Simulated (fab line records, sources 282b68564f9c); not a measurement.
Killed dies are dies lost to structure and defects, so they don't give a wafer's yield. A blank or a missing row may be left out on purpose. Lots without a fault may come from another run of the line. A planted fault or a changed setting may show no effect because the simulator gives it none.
fab line records | flow rit_cmos
record lots=5 wafers=15 last_day=8
route steps=202 shown FOX2@27 NWELL@28 PWELL@39 WELLDRIVE@50 NRETRO@53 PRETRO@64
lots that met no fault: from a run of the same line without faults
start_h: hours from the record's first day to the start of the lot's first wafer shown | wait_h: hours since the lot's step before | " the same as in the row above | L1.1+2: a row that stands for several wafers | - no value, or no start given | * or withheld: withheld | < > ~ a bound
route shown NAME@n: a module of which the file shows steps, and the number in the route of the first | usual: mean/standard deviation of fault-free wafers | same: alike in all rows | chamber/n: place in a boat | sites: the reading at each site | _std_site: their standard deviation | _edge_site: outer sites' mean less inner sites' | radius_mm: how far each site lies from the wafer's centre | mask NAME#n: copy n | behind: the tool/chamber that last shaped the wafer | hold: why the lot was held/for how many hours/how that ended | device: the transistor (n, p or np) that didn't switch | end of line: the same wafers' tests at the end of the route | a step without rows: its recipe alone | killed: dies lost to structure and defects at the first sort, not the wafer's yield | map: a wafer's dies, x killed, . not, _ none there
set.NAME: the setting as run; set.NAME@STEP: as run at that earlier step | model.NAME: the simulator's own value behind a step, which no gauge read
lots at some steps of the route; a table a step, a row a wafer
services: from which hour (start_h, from the record's first day; less than 0 if before it) a tool's chamber was out of use, for how many hours, and why
## steps
# step RIT_FOX2_THK_MEAS_90
# recipe reads=SiO2_of_FOX2_OXIDATION_00
# usual FIELD_OXIDE_LEFT_1_THK=320/5.5
# columns lot.wafer tool chamber start_h wait_h FIELD_OXIDE_LEFT_1_THK[nm]
L075.4 film_metro-04 - 28.63 0.0 321
L075.5 " - " " 322
L075.6 " - " " 318
L084.2 film_metro-04 - 72.25 0.0 312
L084.4 " - " " 314
L084.5 " - " " 319
L088.1 film_metro-03 - 90.32 0.0 320
L088.3 " - " " 316
L088.4 " - " " 323
L089.1 film_metro-02 - 95.71 0.0 334
L089.4 " - " " 326
L089.6 " - " " 327
L097.3 film_metro-03 - 134.33 0.0 319
L097.5 " - " " 317
L097.6 " - " " 325
# step RIT_NWELL_HMDS_00
# recipe prime_time_s=60 prime_temp_c=140
# columns lot.wafer tool chamber start_h wait_h
L075.4+5+6 litho_track-01 0 28.74 0.1
L084.2+4+5 litho_track-02 0 72.32 0.1
L088.1+3+4 litho_track-01 0 90.38 0.1
L089.1+4+6 litho_track-01 0 95.77 0.1
L097.3+5+6 litho_track-01 0 134.49 0.2
# step RIT_NWELL_COAT_01
# recipe resist=NOVOLAK spin_rpm=2000 resist_thk_nm=1300
# columns lot.wafer tool chamber start_h wait_h
L075.4+5+6 litho_track-01 0 28.89 0.1
L084.2+4+5 litho_track-02 0 72.47 0.1
L088.1+3+4 litho_track-01 0 90.53 0.1
L089.1+4+6 litho_track-01 0 95.92 0.1
L097.3+5+6 litho_track-01 0 134.64 0.1
# step RIT_NWELL_SOFTBAKE_02
# recipe resist=NOVOLAK temp_c=90 time_s=60
# same time_s=60
# columns lot.wafer tool chamber start_h wait_h
L075.4+5+6 litho_track-01 0 29.04 0.1
L084.2+4+5 litho_track-02 0 72.62 0.1
L088.1+3+4 litho_track-01 0 90.68 0.1
L089.1+4+6 litho_track-01 0 96.07 0.1
L097.3+5+6 litho_track-01 0 134.79 0.1
# step RIT_NWELL_EXPOSE_03
# recipe mask_id=M2 na=0.57 target_cd_nm=43900 dose_mj=250
# usual exposure_dose_mJ_cm2=249.96/0.23
# columns lot.wafer tool chamber start_h wait_h mask exposure_dose_mJ_cm2
L075.4 iline_stepper-02 0 29.30 0.2 M2#0 249.82
L075.5 " 0 " " M2#0 250.03
L075.6 " 0 " " M2#0 250.04
L084.2 iline_stepper-01 0 72.76 0.1 M2#0 250.08
L084.4 " 0 " " M2#0 250.09
L084.5 " 0 " " M2#0 250.12
L088.1 iline_stepper-01 0 90.83 0.1 M2#0 250.12
L088.3 " 0 " " M2#0 250.08
L088.4 " 0 " " M2#0 249.97
L089.1 iline_stepper-01 0 96.22 0.1 M2#0 250.10
L089.4 " 0 " " M2#0 250.44
L089.6 " 0 " " M2#0 249.97
L097.3 iline_stepper-01 0 134.93 0.1 M2#0 249.85
L097.5 " 0 " " M2#0 249.36
L097.6 " 0 " " M2#0 249.66
# step RIT_NWELL_PEB_04
# recipe resist=NOVOLAK temp_c=withheld time_s=withheld
# columns lot.wafer tool chamber start_h wait_h
L075.4+5+6 litho_track-02 0 29.51 0.2
L084.2+4+5 litho_track-04 0 72.89 0.1
L088.1+3+4 litho_track-04 0 90.95 0.1
L089.1+4+6 litho_track-02 0 96.33 0.1
L097.3+5+6 litho_track-02 0 135.06 0.1
# step RIT_NWELL_DEVELOP_05
# recipe resist=NOVOLAK develop_time_s=68 dev_temp_c=23
# columns lot.wafer tool chamber start_h wait_h
L075.4+5+6 litho_track-02 0 - -
L084.2+4+5 litho_track-04 0 - -
L088.1+3+4 litho_track-04 0 - -
L089.1+4+6 litho_track-02 0 - -
L097.3+5+6 litho_track-02 0 - -
# step RIT_NWELL_OVL_MEAS_06
# usual NWELL_OVL=-1.0/1.4
# columns lot.wafer tool chamber start_h wait_h NWELL_OVL[nm]
L075.4 overlay-02 - 29.76 - -2.0
L075.5 " - " " -0.2
L075.6 " - " " -1.6
L084.2 overlay-01 - 73.18 - -2.1
L084.4 " - " " -1.9
L084.5 " - " " -2.0
L088.1 overlay-02 - 91.26 - -0.4
L088.3 " - " " 0.2
L088.4 " - " " -0.7
L089.1 overlay-02 - 96.65 - -2.2
L089.4 " - " " -1.3
L089.6 " - " " -0.6
L097.3 overlay-02 - 135.34 - -1.5
L097.5 " - " " 0.9
L097.6 " - " " -1.6
# step RIT_NWELL_HARDBAKE_07
# recipe resist=NOVOLAK temp_c=140 time_s=120
# same time_s=120
# columns lot.wafer tool chamber start_h wait_h
L075.4+5+6 litho_track-01 0 29.91 0.1
L084.2+4+5 litho_track-01 0 73.25 0.1
L088.1+3+4 litho_track-02 0 91.30 0.0
L089.1+4+6 litho_track-01 0 96.68 0.0
L097.3+5+6 litho_track-04 0 135.44 0.1
# step RIT_NWELL_IMPLANT_08
# recipe species=P energy_kev=168.6 dose_cm2=5e+13 tilt_deg=7
# usual end_station_pressure_torr=5.14e-06/2.6e-07
# columns lot.wafer tool chamber start_h wait_h end_station_pressure_torr
L075.4 implanter-02 0 30.11 0.2 5.35e-06
L075.5 " 0 " " 4.79e-06
L075.6 " 0 " " 5.29e-06
L084.2 implanter-02 0 73.49 0.2 5.03e-06
L084.4 " 0 " " 5.43e-06
L084.5 " 0 " " 5.15e-06
L088.1 implanter-02 0 91.55 0.2 4.68e-06
L088.3 " 0 " " 5e-06
L088.4 " 0 " " 5.54e-06
L089.1 implanter-02 0 96.93 0.2 4.77e-06
L089.4 " 0 " " 5.29e-06
L089.6 " 0 " " 4.78e-06
L097.3 implanter-02 0 135.66 0.2 5.06e-06
L097.5 " 0 " " 5.28e-06
L097.6 " 0 " " 4.67e-06
# step RIT_NWELL_STRIP_09
# recipe chemistry=O2 time_s=180 resist=NOVOLAK platen_temp_c=withheld power_w=500 pressure_mtorr=4000 o2_flow_sccm=4000
# usual chamber_pressure_mTorr=4000/3.9 drypump_motor_current_A=5.7/0.33
# same time_s=180
# columns lot.wafer tool chamber start_h wait_h chamber_pressure_mTorr drypump_motor_current_A rf_hours_counter_h
L075.4 plasma_asher-03 0 30.24 0.1 4000 5.6 -
L075.5 " 1 " " 3993 6.0 -
L075.6 " 0 " " 4000 5.6 -
L084.2 plasma_asher-02 1 73.61 0.1 3998 5.5 45
L084.4 " 0 " " 3995 6.1 -
L084.5 " 0 " " 4008 6.1 -
L088.1 plasma_asher-02 0 91.70 0.1 4013 6.1 47
L088.3 " 1 " " 3998 5.5 -
L088.4 " 0 " " 4000 6.1 -
L089.1 plasma_asher-01 0 97.08 0.1 3997 5.8 47
L089.4 " 0 " " 3998 5.7 -
L089.6 " 1 " " 3998 5.1 -
L097.3 plasma_asher-03 0 135.82 0.1 4003 5.6 -
L097.5 " 1 " " 4002 6.0 -
L097.6 " 0 " " 4005 5.6 -
# step RIT_NWELL_TW_MEAS_10
# usual NWELL_TW=2145/10
# columns lot.wafer tool chamber start_h wait_h NWELL_TW
L075.4 film_metro-01 - 30.39 0.1 2164
L075.5 " - " " 2161
L075.6 " - " " 2155
L084.2 film_metro-02 - 73.80 0.1 2138
L084.4 " - " " 2137
L084.5 " - " " 2124
L088.1 film_metro-02 - 91.88 0.1 2145
L088.3 " - " " 2149
L088.4 " - " " 2141
L089.1 film_metro-02 - 97.26 0.1 2162
L089.4 " - " " 2155
L089.6 " - " " 2158
L097.3 film_metro-02 - 135.96 0.1 2153
L097.5 " - " " 2141
L097.6 " - " " 2142
# step RIT_PWELL_HMDS_00
# recipe prime_time_s=60 prime_temp_c=140
# columns lot.wafer tool chamber start_h wait_h
L075.4+5+6 litho_track-03 0 30.49 0.1
L084.2+4+5 litho_track-04 0 73.87 0.1
L088.1+3+4 litho_track-01 0 91.94 0.1
L089.1+4+6 litho_track-01 0 97.32 0.1
L097.3+5+6 litho_track-03 0 136.05 0.1
# step RIT_PWELL_COAT_01
# recipe resist=NOVOLAK spin_rpm=2000 resist_thk_nm=1300
# columns lot.wafer tool chamber start_h wait_h
L075.4+5+6 litho_track-03 0 30.64 0.1
L084.2+4+5 litho_track-04 0 74.02 0.1
L088.1+3+4 litho_track-01 0 92.09 0.1
L089.1+4+6 litho_track-01 0 97.47 0.1
L097.3+5+6 litho_track-03 0 136.20 0.1
# step RIT_PWELL_SOFTBAKE_02
# recipe resist=NOVOLAK temp_c=90 time_s=60
# same time_s=60
# columns lot.wafer tool chamber start_h wait_h
L075.4+5+6 litho_track-03 0 30.79 0.1
L084.2+4+5 litho_track-04 0 74.17 0.1
L088.1+3+4 litho_track-01 0 92.24 0.1
L089.1+4+6 litho_track-01 0 97.62 0.1
L097.3+5+6 litho_track-03 0 136.35 0.1
# step RIT_PWELL_EXPOSE_03
# recipe mask_id=M3 na=0.57 target_cd_nm=43700 dose_mj=250
# usual exposure_dose_mJ_cm2=250.03/0.24
# columns lot.wafer tool chamber start_h wait_h mask exposure_dose_mJ_cm2
L075.4 iline_stepper-01 0 31.05 0.2 M3#0 250.40
L075.5 " 0 " " M3#0 249.94
L075.6 " 0 " " M3#0 249.65
L084.2 iline_stepper-01 0 74.32 0.1 M3#0 249.95
L084.4 " 0 " " M3#0 250.09
L084.5 " 0 " " M3#0 249.67
L088.1 iline_stepper-01 0 92.39 0.1 M3#0 250.10
L088.3 " 0 " " M3#0 250.46
L088.4 " 0 " " M3#0 250.00
L089.1 iline_stepper-01 0 97.77 0.1 M3#0 249.86
L089.4 " 0 " " M3#0 250.17
L089.6 " 0 " " M3#0 250.32
L097.3 iline_stepper-01 0 136.61 0.2 M3#0 249.90
L097.5 " 0 " " M3#0 249.58
L097.6 " 0 " " M3#0 249.97
# step RIT_PWELL_PEB_04
# recipe resist=NOVOLAK temp_c=withheld time_s=withheld
# columns lot.wafer tool chamber start_h wait_h
L075.4+5+6 litho_track-03 0 31.18 0.1
L084.2+4+5 litho_track-03 0 74.44 0.1
L088.1+3+4 litho_track-01 0 92.50 0.1
L089.1+4+6 litho_track-04 0 97.88 0.1
L097.3+5+6 litho_track-01 0 136.74 0.1
# step RIT_PWELL_DEVELOP_05
# recipe resist=NOVOLAK develop_time_s=68 dev_temp_c=23
# columns lot.wafer tool chamber start_h wait_h
L075.4+5+6 litho_track-03 0 - -
L084.2+4+5 litho_track-03 0 - -
L088.1+3+4 litho_track-01 0 - -
L089.1+4+6 litho_track-04 0 - -
L097.3+5+6 litho_track-01 0 - -
# step RIT_PWELL_OVL_MEAS_06
# usual PWELL_OVL=1.9/1.4
# columns lot.wafer tool chamber start_h wait_h PWELL_OVL[nm]
L075.4 overlay-02 - 31.44 - 1.6
L075.5 " - " " 1.5
L075.6 " - " " 2.8
L084.2 overlay-02 - 74.73 - -1.5
L084.4 " - " " -0.9
L084.5 " - " " 0.0
L088.1 overlay-02 - 92.82 - -0.7
L088.3 " - " " 1.6
L088.4 " - " " -0.4
L089.1 overlay-02 - 98.20 - 4.0
L089.4 " - " " 2.0
L089.6 " - " " 3.6
L097.3 overlay-01 - 137.01 - 0.6
L097.5 " - " " 1.1
L097.6 " - " " 0.7
# step RIT_PWELL_HARDBAKE_07
# recipe resist=NOVOLAK temp_c=140 time_s=120
# same time_s=120
# columns lot.wafer tool chamber start_h wait_h
L075.4+5+6 litho_track-01 0 31.58 0.1
L084.2+4+5 litho_track-03 0 74.80 0.1
L088.1+3+4 litho_track-03 0 92.85 0.0
L089.1+4+6 litho_track-03 0 98.36 0.2
L097.3+5+6 litho_track-01 0 137.12 0.1
# step RIT_PWELL_IMPLANT_08
# recipe species=B energy_kev=167 dose_cm2=7e+13 tilt_deg=7
# usual end_station_pressure_torr=5.23e-06/3e-07
# columns lot.wafer tool chamber start_h wait_h end_station_pressure_torr
L075.4 implanter-02 0 31.78 0.2 4.75e-06
L075.5 " 0 " " 4.93e-06
L075.6 " 0 " " 5.72e-06
L084.2 implanter-02 0 75.04 0.2 4.84e-06
L084.4 " 0 " " 5.25e-06
L084.5 " 0 " " 5.16e-06
L088.1 implanter-04 0 93.10 0.2 4.83e-06
L088.3 " 0 " " 5.64e-06
L088.4 " 0 " " 5.16e-06
L089.1 implanter-01 0 98.61 0.2 5.28e-06
L089.4 " 0 " " 5.19e-06
L089.6 " 0 " " 5.15e-06
L097.3 implanter-04 0 137.34 0.2 5.27e-06
L097.5 " 0 " " 5.49e-06
L097.6 " 0 " " 4.77e-06
# step RIT_PWELL_STRIP_09
# recipe chemistry=O2 time_s=180 resist=NOVOLAK platen_temp_c=withheld power_w=500 pressure_mtorr=4000 o2_flow_sccm=4000
# usual chamber_pressure_mTorr=4000/3.9 drypump_motor_current_A=5.6/0.34
# same time_s=180
# columns lot.wafer tool chamber start_h wait_h chamber_pressure_mTorr drypump_motor_current_A rf_hours_counter_h
L075.4 plasma_asher-02 0 31.92 0.1 3999 6.1 -
L075.5 " 1 " " 3994 5.5 -
L075.6 " 0 " " 4004 6.1 -
L084.2 plasma_asher-02 0 75.16 0.1 4007 6.1 46
L084.4 " 0 " " 3994 6.1 -
L084.5 " 1 " " 4010 5.5 -
L088.1 plasma_asher-03 1 93.25 0.1 3998 6.0 26
L088.3 " 0 " " 4003 5.6 -
L088.4 " 1 " " 4000 6.0 -
L089.1 plasma_asher-04 0 98.76 0.1 3998 5.0 46
L089.4 " 1 " " 4000 5.4 -
L089.6 " 0 " " 3999 5.0 -
L097.3 plasma_asher-02 0 137.49 0.1 4004 6.0 -
L097.5 " 1 " " 4001 5.5 -
L097.6 " 0 " " 3997 6.1 -
# step RIT_PWELL_TW_MEAS_10
# usual PWELL_TW=953/5.8
# columns lot.wafer tool chamber start_h wait_h PWELL_TW
L075.4 film_metro-02 - 32.06 0.1 945
L075.5 " - " " 954
L075.6 " - " " 949
L084.2 film_metro-03 - 75.35 0.1 948
L084.4 " - " " 947
L084.5 " - " " 950
L088.1 film_metro-03 - 93.43 0.1 942
L088.3 " - " " 944
L088.4 " - " " 950
L089.1 film_metro-01 - 98.94 0.1 955
L089.4 " - " " 953
L089.6 " - " " 950
L097.3 film_metro-02 - 137.63 0.1 955
L097.5 " - " " 956
L097.6 " - " " 954
# step RIT_WELLDRIVE_ANNEAL_00
# recipe temp_c=1100 time_s=14700 ambient=N2
# same time_s=14700
# columns lot.wafer tool chamber start_h wait_h
L075.4+5+6 furnace-03 0 32.09 0.0
L084.2+4+5 furnace-01 0 75.40 0.0
L088.1+3+4 furnace-03 0 93.55 0.1
L089.1+4+6 furnace-01 0 99.00 0.1
L097.3+5+6 furnace-04 0 137.95 0.3
# step RIT_WELLDRIVE_RS_MEAS_01
# recipe thk_meas_gauge=four-point-probe
# usual NWELL_RS=275.8/0.76
# columns lot.wafer tool chamber start_h wait_h NWELL_RS[ohm/sq]
L075.4 film_metro-02 - 37.24 0.1 274.8
L075.5 " - " " 275.1
L075.6 " - " " 275.9
L084.2 film_metro-01 - 80.50 0.0 276.0
L084.4 " - " " 277.1
L084.5 " - " " 276.1
L088.1 film_metro-02 - 98.63 0.0 275.6
L088.3 " - " " 275.4
L088.4 " - " " 275.5
L089.1 film_metro-02 - 104.08 0.0 275.9
L089.4 " - " " 274.7
L089.6 " - " " 275.7
L097.3 film_metro-01 - 143.07 0.0 274.8
L097.5 " - " " 275.7
L097.6 " - " " 275.7
# step RIT_WELLDRIVE_RS_MEAS_02
# recipe thk_meas_gauge=four-point-probe
# usual PWELL_RS=430.5/1.1
# columns lot.wafer tool chamber start_h wait_h PWELL_RS[ohm/sq]
L075.4 film_metro-02 - 37.36 0.1 429.9
L075.5 " - " " 428.5
L075.6 " - " " 428.9
L084.2 film_metro-01 - 80.62 0.1 431.5
L084.4 " - " " 431.1
L084.5 " - " " 430.9
L088.1 film_metro-02 - 98.75 0.1 430.7
L088.3 " - " " 432.7
L088.4 " - " " 432.0
L089.1 film_metro-02 - 104.20 0.1 429.5
L089.4 " - " " 428.6
L089.6 " - " " 430.0
L097.3 film_metro-01 - 143.19 0.1 431.2
L097.5 " - " " 431.1
L097.6 " - " " 430.4
# step RIT_NRETRO_HMDS_00
# recipe prime_time_s=60 prime_temp_c=140
# columns lot.wafer tool chamber start_h wait_h
L075.4+5+6 litho_track-04 0 37.49 0.1
L084.2+4+5 litho_track-04 0 80.75 0.1
L088.1+3+4 litho_track-04 0 98.87 0.1
L089.1+4+6 litho_track-04 0 104.32 0.1
L097.3+5+6 litho_track-03 0 143.32 0.1
# step RIT_NRETRO_COAT_01
# recipe resist=NOVOLAK spin_rpm=2000 resist_thk_nm=1300
# columns lot.wafer tool chamber start_h wait_h
L075.4+5+6 litho_track-04 0 37.64 0.1
L084.2+4+5 litho_track-04 0 80.90 0.1
L088.1+3+4 litho_track-04 0 99.02 0.1
L089.1+4+6 litho_track-04 0 104.47 0.1
L097.3+5+6 litho_track-03 0 143.47 0.1
# step RIT_NRETRO_SOFTBAKE_02
# recipe resist=NOVOLAK temp_c=90 time_s=60
# same time_s=60
# columns lot.wafer tool chamber start_h wait_h
L075.4+5+6 litho_track-04 0 37.79 0.1
L084.2+4+5 litho_track-04 0 81.05 0.1
L088.1+3+4 litho_track-04 0 99.17 0.1
L089.1+4+6 litho_track-04 0 104.62 0.1
L097.3+5+6 litho_track-03 0 143.62 0.1
# step RIT_NRETRO_EXPOSE_03
# recipe mask_id=M4 na=0.57 target_cd_nm=43900 dose_mj=250
# usual exposure_dose_mJ_cm2=249.97/0.27
# columns lot.wafer tool chamber start_h wait_h mask exposure_dose_mJ_cm2
L075.4 iline_stepper-02 0 37.92 0.1 M4#0 249.89
L075.5 " 0 " " M4#0 250.34
L075.6 " 0 " " M4#0 249.72
L084.2 iline_stepper-02 0 81.19 0.1 M4#0 249.96
L084.4 " 0 " " M4#0 250.16
L084.5 " 0 " " M4#0 250.02
L088.1 iline_stepper-02 0 99.45 0.2 M4#0 250.27
L088.3 " 0 " " M4#0 250.14
L088.4 " 0 " " M4#0 249.86
L089.1 iline_stepper-01 0 104.89 0.2 M4#0 250.01
L089.4 " 0 " " M4#0 249.70
L089.6 " 0 " " M4#0 249.84
L097.3 iline_stepper-02 0 143.88 0.2 M4#0 250.07
L097.5 " 0 " " M4#0 249.90
L097.6 " 0 " " M4#0 250.16
# step RIT_NRETRO_PEB_04
# recipe resist=NOVOLAK temp_c=withheld time_s=withheld
# columns lot.wafer tool chamber start_h wait_h
L075.4+5+6 litho_track-03 0 38.06 0.1
L084.2+4+5 litho_track-02 0 81.31 0.1
L088.1+3+4 litho_track-04 0 99.56 0.1
L089.1+4+6 litho_track-03 0 105.01 0.1
L097.3+5+6 litho_track-03 0 144.01 0.1
# step RIT_NRETRO_DEVELOP_05
# recipe resist=NOVOLAK develop_time_s=68 dev_temp_c=23
# columns lot.wafer tool chamber start_h wait_h
L075.4+5+6 litho_track-03 0 - -
L084.2+4+5 litho_track-02 0 - -
L088.1+3+4 litho_track-04 0 - -
L089.1+4+6 litho_track-03 0 - -
L097.3+5+6 litho_track-03 0 - -
# step RIT_NRETRO_OVL_MEAS_06
# usual NRETRO_OVL=1.8/1.2
# columns lot.wafer tool chamber start_h wait_h NRETRO_OVL[nm]
L075.4 overlay-02 - 38.31 - 2.0
L075.5 " - " " 2.1
L075.6 " - " " 3.0
L084.2 overlay-02 - 81.61 - 2.0
L084.4 " - " " 2.8
L084.5 " - " " 1.5
L088.1 overlay-01 - 99.88 - 1.5
L088.3 " - " " 2.5
L088.4 " - " " 1.9
L089.1 overlay-01 - 105.32 - 3.8
L089.4 " - " " 1.6
L089.6 " - " " 2.8
L097.3 overlay-01 - 144.29 - 1.5
L097.5 " - " " 0.6
L097.6 " - " " 1.8
# step RIT_NRETRO_HARDBAKE_07
# recipe resist=NOVOLAK temp_c=140 time_s=120
# same time_s=120
# columns lot.wafer tool chamber start_h wait_h
L075.4+5+6 litho_track-04 0 38.46 0.1
L084.2+4+5 litho_track-03 0 81.68 0.1
L088.1+3+4 litho_track-03 0 99.91 0.0
L089.1+4+6 litho_track-02 0 105.36 0.0
L097.3+5+6 litho_track-02 0 144.39 0.1
# step RIT_NRETRO_IMPLANT_08
# recipe species=P energy_kev=70 dose_cm2=1e+13 tilt_deg=7.241
# usual end_station_pressure_torr=4.99e-06/2.6e-07
# columns lot.wafer tool chamber start_h wait_h end_station_pressure_torr
L075.4 implanter-02 0 38.73 0.2 5.16e-06
L075.5 " 0 " " 5.28e-06
L075.6 " 0 " " 4.59e-06
L084.2 implanter-01 0 81.91 0.2 5.23e-06
L084.4 " 0 " " 4.83e-06
L084.5 " 0 " " 4.61e-06
L088.1 implanter-02 0 100.16 0.2 4.72e-06
L088.3 " 0 " " 4.83e-06
L088.4 " 0 " " 5.03e-06
L089.1 implanter-02 0 105.61 0.2 5.27e-06
L089.4 " 0 " " 4.26e-06
L089.6 " 0 " " 5.49e-06
L097.3 implanter-02 0 144.61 0.2 4.84e-06
L097.5 " 0 " " 4.98e-06
L097.6 " 0 " " 4.73e-06
# step RIT_NRETRO_STRIP_09
# recipe chemistry=O2 time_s=180 resist=NOVOLAK platen_temp_c=withheld power_w=500 pressure_mtorr=4000 o2_flow_sccm=4000
# usual chamber_pressure_mTorr=4000/3.3 drypump_motor_current_A=5.4/0.31
# same time_s=180
# columns lot.wafer tool chamber start_h wait_h chamber_pressure_mTorr drypump_motor_current_A rf_hours_counter_h
L075.4 plasma_asher-04 0 38.94 0.2 4005 5.0 -
L075.5 " 0 " " 4005 5.0 -
L075.6 " 1 " " 3999 5.5 -
L084.2 plasma_asher-04 0 82.04 0.1 4003 5.0 44
L084.4 " 1 " " 4003 5.4 -
L084.5 " 0 " " 4002 5.1 -
L088.1 plasma_asher-01 1 100.31 0.1 4000 5.1 48
L088.3 " 1 " " 4003 5.1 -
L088.4 " 0 " " 4003 5.7 -
L089.1 plasma_asher-01 1 105.76 0.1 4001 5.1 48
L089.4 " 0 " " 3991 5.8 -
L089.6 " 1 " " 4001 5.1 -
L097.3 plasma_asher-04 0 144.77 0.1 3999 5.0 -
L097.5 " 1 " " 3997 5.4 -
L097.6 " 0 " " 4001 5.0 -
# step RIT_NRETRO_TW_MEAS_10
# usual NRETRO_TW=1052/7.2
# columns lot.wafer tool chamber start_h wait_h NRETRO_TW
L075.4 film_metro-03 - 39.09 0.1 1047
L075.5 " - " " 1052
L075.6 " - " " 1052
L084.2 film_metro-03 - 82.22 0.1 1043
L084.4 " - " " 1040
L084.5 " - " " 1040
L088.1 film_metro-04 - 100.49 0.1 1051
L088.3 " - " " 1047
L088.4 " - " " 1054
L089.1 film_metro-04 - 105.94 0.1 1049
L089.4 " - " " 1051
L089.6 " - " " 1052
L097.3 film_metro-03 - 144.91 0.1 1047
L097.5 " - " " 1047
L097.6 " - " " 1050
# step RIT_PRETRO_HMDS_00
# recipe prime_time_s=60 prime_temp_c=140
# columns lot.wafer tool chamber start_h wait_h
L075.4+5+6 litho_track-03 0 39.27 0.2
L084.2+4+5 litho_track-02 0 82.30 0.1
L088.1+3+4 litho_track-03 0 100.60 0.1
L089.1+4+6 litho_track-01 0 106.00 0.1
L097.3+5+6 litho_track-01 0 145.00 0.1
# step RIT_PRETRO_COAT_01
# recipe resist=NOVOLAK spin_rpm=2000 resist_thk_nm=1300
# columns lot.wafer tool chamber start_h wait_h
L075.4+5+6 litho_track-03 0 39.42 0.1
L084.2+4+5 litho_track-02 0 82.45 0.1
L088.1+3+4 litho_track-03 0 100.75 0.1
L089.1+4+6 litho_track-01 0 106.15 0.1
L097.3+5+6 litho_track-01 0 145.15 0.1
# step RIT_PRETRO_SOFTBAKE_02
# recipe resist=NOVOLAK temp_c=90 time_s=60
# same time_s=60
# columns lot.wafer tool chamber start_h wait_h
L075.4+5+6 litho_track-03 0 39.57 0.1
L084.2+4+5 litho_track-02 0 82.60 0.1
L088.1+3+4 litho_track-03 0 100.90 0.1
L089.1+4+6 litho_track-01 0 106.30 0.1
L097.3+5+6 litho_track-01 0 145.30 0.1
# step RIT_PRETRO_EXPOSE_03
# recipe mask_id=M5 na=0.57 target_cd_nm=43700 dose_mj=250
# usual exposure_dose_mJ_cm2=249.99/0.27
# columns lot.wafer tool chamber start_h wait_h mask exposure_dose_mJ_cm2
L075.4 iline_stepper-01 0 39.71 0.1 M5#0 249.95
L075.5 " 0 " " M5#0 250.17
L075.6 " 0 " " M5#0 250.14
L084.2 iline_stepper-01 0 82.74 0.1 M5#0 249.90
L084.4 " 0 " " M5#0 249.49
L084.5 " 0 " " M5#0 249.61
L088.1 iline_stepper-02 0 101.17 0.2 M5#0 249.92
L088.3 " 0 " " M5#0 250.65
L088.4 " 0 " " M5#0 250.33
L089.1 iline_stepper-01 0 106.64 0.3 M5#0 250.15
L089.4 " 0 " " M5#0 249.85
L089.6 " 0 " " M5#0 250.10
L097.3 iline_stepper-02 0 145.56 0.2 M5#0 250.12
L097.5 " 0 " " M5#0 249.87
L097.6 " 0 " " M5#0 250.04
# step RIT_PRETRO_PEB_04
# recipe resist=NOVOLAK temp_c=withheld time_s=withheld
# columns lot.wafer tool chamber start_h wait_h
L075.4+5+6 litho_track-01 0 39.86 0.1
L084.2+4+5 litho_track-03 0 82.86 0.1
L088.1+3+4 litho_track-01 0 101.29 0.1
L089.1+4+6 litho_track-02 0 106.76 0.1
L097.3+5+6 litho_track-01 0 145.69 0.1
# step RIT_PRETRO_DEVELOP_05
# recipe resist=NOVOLAK develop_time_s=68 dev_temp_c=23
# columns lot.wafer tool chamber start_h wait_h
L075.4+5+6 litho_track-01 0 - -
L084.2+4+5 litho_track-03 0 - -
L088.1+3+4 litho_track-01 0 - -
L089.1+4+6 litho_track-02 0 - -
L097.3+5+6 litho_track-01 0 - -
# step RIT_PRETRO_OVL_MEAS_06
# usual PRETRO_OVL=-0.1/1.6
# columns lot.wafer tool chamber start_h wait_h PRETRO_OVL[nm]
L075.4 overlay-02 - 40.12 - 0.7
L075.5 " - " " -0.5
L075.6 " - " " 0.9
L084.2 overlay-01 - 83.16 - -1.5
L084.4 " - " " -1.0
L084.5 " - " " -0.2
L088.1 overlay-02 - 101.60 - -2.8
L088.3 " - " " -1.3
L088.4 " - " " -1.8
L089.1 overlay-02 - 107.07 - -1.0
L089.4 " - " " 1.1
L089.6 " - " " 0.7
L097.3 overlay-02 - 145.96 - 1.3
L097.5 " - " " -0.2
L097.6 " - " " 0.8
# step RIT_PRETRO_HARDBAKE_07
# recipe resist=NOVOLAK temp_c=140 time_s=120
# same time_s=120
# columns lot.wafer tool chamber start_h wait_h
L075.4+5+6 litho_track-02 0 40.33 0.2
L084.2+4+5 litho_track-01 0 83.27 0.1
L088.1+3+4 litho_track-01 0 101.64 0.0
L089.1+4+6 litho_track-01 0 107.11 0.0
L097.3+5+6 litho_track-02 0 146.07 0.1
# step RIT_PRETRO_IMPLANT_08
# recipe species=B energy_kev=45 dose_cm2=1.2e+13 tilt_deg=7
# usual end_station_pressure_torr=5.04e-06/2.9e-07
# columns lot.wafer tool chamber start_h wait_h end_station_pressure_torr
L075.4 implanter-03 0 40.53 0.2 5e-06
L075.5 " 0 " " 5.07e-06
L075.6 " 0 " " 5.38e-06
L084.2 implanter-04 0 83.50 0.2 5.09e-06
L084.4 " 0 " " 5.4e-06
L084.5 " 0 " " 4.71e-06
L088.1 implanter-01 0 101.89 0.2 4.77e-06
L088.3 " 0 " " 4.93e-06
L088.4 " 0 " " 5.52e-06
L089.1 implanter-01 0 107.36 0.2 4.65e-06
L089.4 " 0 " " 4.77e-06
L089.6 " 0 " " 5.21e-06
L097.3 implanter-01 0 146.29 0.2 4.72e-06
L097.5 " 0 " " 5.01e-06
L097.6 " 0 " " 5.19e-06
## services
# columns tool chamber start_h hours kind
implanter-01 - 10.94 68.4 pm
plasma_asher-04 - 14.78 0.4 repair
implanter-03 - 18.06 4.8 repair
furnace-01 - 19.98 9.9 pm
iline_stepper-01 - 27.37 1.7 pm
plasma_asher-03 - 34.16 28.1 pm
implanter-04 - 39.23 2.9 repair
implanter-04 - 58.68 6.9 pm
plasma_asher-02 - 60.59 2.8 repair
implanter-03 - 68.31 82.0 pm
iline_stepper-02 - 72.19 1.7 pm
implanter-01 - 90.75 3.0 repair
implanter-04 - 93.50 1.8 repair
iline_stepper-02 - 104.75 8.9 pm
implanter-01 - 107.51 4.6 pm
plasma_asher-02 - 108.92 9.0 pm
plasma_asher-02 0 108.92 9.0 vent_cycle
plasma_asher-02 1 108.92 9.0 vent_cycle
furnace-03 - 116.42 3.4 pm
plasma_asher-02 0 117.92 - clean
plasma_asher-02 1 117.92 - clean
implanter-01 - 132.18 6.3 repair
plasma_asher-01 - 141.87 0.4 repair
iline_stepper-02 0 143.19 - calibration
## key
fault none
